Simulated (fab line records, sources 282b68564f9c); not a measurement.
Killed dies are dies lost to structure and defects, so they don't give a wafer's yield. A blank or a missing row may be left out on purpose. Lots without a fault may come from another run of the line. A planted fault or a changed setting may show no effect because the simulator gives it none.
Which tool did it? | flow rit_cmos | 14 lots, 42 wafers sampled, at 4 steps of a route of 202

WHAT THE GAUGES READ, wafer by wafer
RIT_FOX2_THK_MEAS_01.
lot  | measured    | on            | FOX2_OXIDE_THK (nm)
L326 | day 2 03:07 | film_metro-02 | 336 340 339
L327 | day 2 05:04 | film_metro-01 | 363 363 361
L328 | day 2 08:19 | film_metro-02 | 347 351 352
L329 | day 2 12:05 | film_metro-04 | 341 341 341
L330 | day 2 22:47 | film_metro-01 | 344 342 344
L332 | day 3 00:55 | film_metro-02 | 357 350 355
L337 | day 4 02:59 | film_metro-02 | 356 353 354
L338 | day 4 08:07 | film_metro-01 | 344 347 352
L339 | day 4 13:08 | film_metro-02 | 365 362 364
L341 | day 4 23:02 | film_metro-04 | 357 355 358
L342 | day 5 03:52 | film_metro-02 | 289 281 286
L344 | day 5 13:05 | film_metro-01 | 285 279 284
L348 | day 6 16:22 | film_metro-02 | 355 351 357
L349 | day 6 21:47 | film_metro-02 | 349 352 356

RIT_FOX2_THK_MEAS_90.
lot  | measured    | on            | FIELD_OXIDE_LEFT_1_THK (nm)
L326 | day 2 04:03 | film_metro-02 | 309 313 312
L327 | day 2 05:56 | film_metro-01 | 335 335 334
L328 | day 2 09:16 | film_metro-04 | 321 324 326
L329 | day 2 13:02 | film_metro-01 | 314 313 314
L330 | day 2 23:43 | film_metro-01 | 317 314 316
L332 | day 3 01:49 | film_metro-02 | 329 323 328
L337 | day 4 03:52 | film_metro-02 | 328 325 327
L338 | day 4 08:59 | film_metro-02 | 317 320 325
L339 | day 4 14:09 | film_metro-04 | 338 335 338
L341 | day 4 23:55 | film_metro-01 | 329 329 331
L342 | day 5 04:44 | film_metro-04 | 262 254 259
L344 | day 5 14:02 | film_metro-02 | 258 252 257
L348 | day 6 17:14 | film_metro-04 | 328 325 330
L349 | day 6 22:39 | film_metro-01 | 322 325 328

RIT_FOX2_THK_MEAS_91.
lot  | measured    | on            | FIELD_OXIDE_LEFT_2_THK (nm)
L326 | day 2 16:57 | film_metro-04 | 241 245 243
L327 | day 2 19:33 | film_metro-01 | 268 267 266
L328 | day 2 23:01 | film_metro-02 | 252 255 257
L329 | day 3 01:32 | film_metro-02 | 246 246 246
L330 | day 3 13:02 | film_metro-01 | 249 246 248
L332 | day 3 15:36 | film_metro-01 | 261 254 259
L337 | day 4 16:33 | film_metro-01 | 260 257 258
L338 | day 4 21:44 | film_metro-02 | 249 252 257
L339 | day 5 03:10 | film_metro-02 | 269 266 268
L341 | day 5 12:56 | film_metro-02 | 262 261 263
L342 | day 5 17:37 | film_metro-02 | 194 185 191
L344 | day 6 03:27 | film_metro-04 | 189 184 189
L348 | day 7 07:26 | film_metro-02 | 260 256 262
L349 | day 7 11:55 | film_metro-01 | 253 256 260

WHICH TOOL RAN EACH LOT (tool, then ch and the chambers of the sampled wafers, then the start)
lot  | RIT_FOX2_OXIDATION_00
L326 | furnace-01 ch 0, day 2 01:47
L327 | furnace-03 ch 0, day 2 03:44
L328 | furnace-03 ch 0, day 2 07:01
L329 | furnace-01 ch 0, day 2 10:46
L330 | furnace-01 ch 0, day 2 21:28
L332 | furnace-04 ch 0, day 2 23:36
L337 | furnace-03 ch 0, day 4 01:40
L338 | furnace-04 ch 0, day 4 06:47
L339 | furnace-03 ch 0, day 4 11:48
L341 | furnace-04 ch 0, day 4 21:43
L342 | furnace-03 ch 0, day 5 02:32
L344 | furnace-03 ch 0, day 5 11:46
L348 | furnace-01 ch 0, day 6 15:01
L349 | furnace-04 ch 0, day 6 20:28
- RIT_FOX2_OXIDATION_00: target thk 350.7 nm, ox time 1130 s.

WHAT THE TOOLS THEMSELVES READ (means of the sampled wafers that have a number; where no wafer has one, the mark that the record gives instead)
RIT_FOX2_OXIDATION_00.
lot  | tool       | spike_tc_centre_C (C) | spike_tc_load_C (C) | spike_tc_source_C (C) | tube_center_temp_C (C) | tube_center_temp_C_max | zone_power_load_pct (%) | zone_power_source_pct (%)
L326 | furnace-01 | 1101.0                | 1128.6              | 1128.2                | 1100                   | 1103.0                 | 47                      | 41.0
L327 | furnace-03 | 1104.0                | 1131.4              | 1123.0                | 1100                   | 1102.6                 | 46                      | 42.9
L328 | furnace-03 | 1103.9                | 1132.1              | 1124.1                | 1100                   | 1102.6                 | 46                      | 42.4
L329 | furnace-01 | 1100.6                | 1127.3              | 1128.3                | 1100                   | 1102.5                 | 47                      | 41.2
L330 | furnace-01 | 1101.3                | 1128.5              | 1129.7                | 1100                   | 1102.6                 | 47                      | 41.3
L332 | furnace-04 | 1100.3                | 1126.5              | 1121.4                | 1100                   | 1103.2                 | 34                      | 42.9
L337 | furnace-03 | 1103.6                | 1131.9              | 1122.4                | 1100                   | 1102.6                 | 46                      | 42.4
L338 | furnace-04 | 1099.9                | 1127.2              | 1122.4                | 1100                   | 1103.3                 | 33                      | 43.0
L339 | furnace-03 | 1104.1                | 1132.9              | 1122.7                | 1100                   | 1103.3                 | 46                      | 42.8
L341 | furnace-04 | 1100.2                | 1126.7              | 1121.7                | 1100                   | 1103.3                 | 33                      | 43.3
L342 | furnace-03 | 1062.8                | 1091.9              | 1083.1                | 1060                   | 1063.0                 | 42                      | 38.8
L344 | furnace-03 | 1063.0                | 1090.5              | 1082.0                | 1060                   | 1063.0                 | 42                      | 39.0
L348 | furnace-01 | 1100.9                | 1127.6              | 1128.7                | 1100                   | 1102.8                 | 47                      | 40.7
L349 | furnace-04 | 1100.7                | 1126.2              | 1121.7                | 1100                   | 1102.5                 | 33                      | 42.7

THE ANSWER, worked out from the rows above alone
Rule: what is usual is taken from the lots themselves. Put in order of their means at a reading, lots are off if they are a third of the lots or fewer, leave a main group of 4 or more, and stand apart from it by a gap of 3 or more times the standard deviation of the main group's means; of several such gaps the widest counts. A main group whose means are all the same, to the digits that the tables above print for the reading, isn't used. A lot without any number at a reading at which 4 lots or more have one is off too. The other lots that the step has rows for count as sound. The gauges are gone through in route order, then the tools' own readings, and for those a lot's mean is taken as printed above. The first step at which some lot is off is used, and at that step the reading that is off furthest; a lot without a number counts as furthest.
Off: L342, L344, at RIT_FOX2_THK_MEAS_01 (FOX2_OXIDE_THK). The main group: mean 352 nm, standard deviation 7.5.
A tool fits if, at a process step before that reading, it ran every lot that is off, and no sound lot after the first of them. The gauges at RIT_FOX2_THK_MEAS_01 aren't tried: what is off there is off at RIT_FOX2_OXIDATION_00 too, on other tools, and a gauge's error can't cause that. One fits: furnace-03 at RIT_FOX2_OXIDATION_00. Its last sound lot is L339 (day 4 11:48), its first lot that is off L342 (day 5 02:32): a fault that began between those two fits.
The tool's own readings at RIT_FOX2_OXIDATION_00 bear it out: on the lots that are off they differ by more than 5 times the standard deviation of the sound lots' means. spike_tc_centre_C reads 1062.9 C there against 1101.7 C on the sound lots; spike_tc_load_C reads 1091.2 C there against 1128.9 C on the sound lots; spike_tc_source_C reads 1082.5 C there against 1124.5 C on the sound lots; tube_center_temp_C reads 1060 C there against 1100 C on the sound lots; tube_center_temp_C_max reads 1063.0 there against 1102.9 on the sound lots.

WHAT THE SIMULATOR HAD PUT IN
Process parameter drift: furnace-03, from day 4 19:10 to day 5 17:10, at RIT_FOX2_OXIDATION_00. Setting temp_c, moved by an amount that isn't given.
Lots struck among those shown: L342, L344. The rule above found the same.
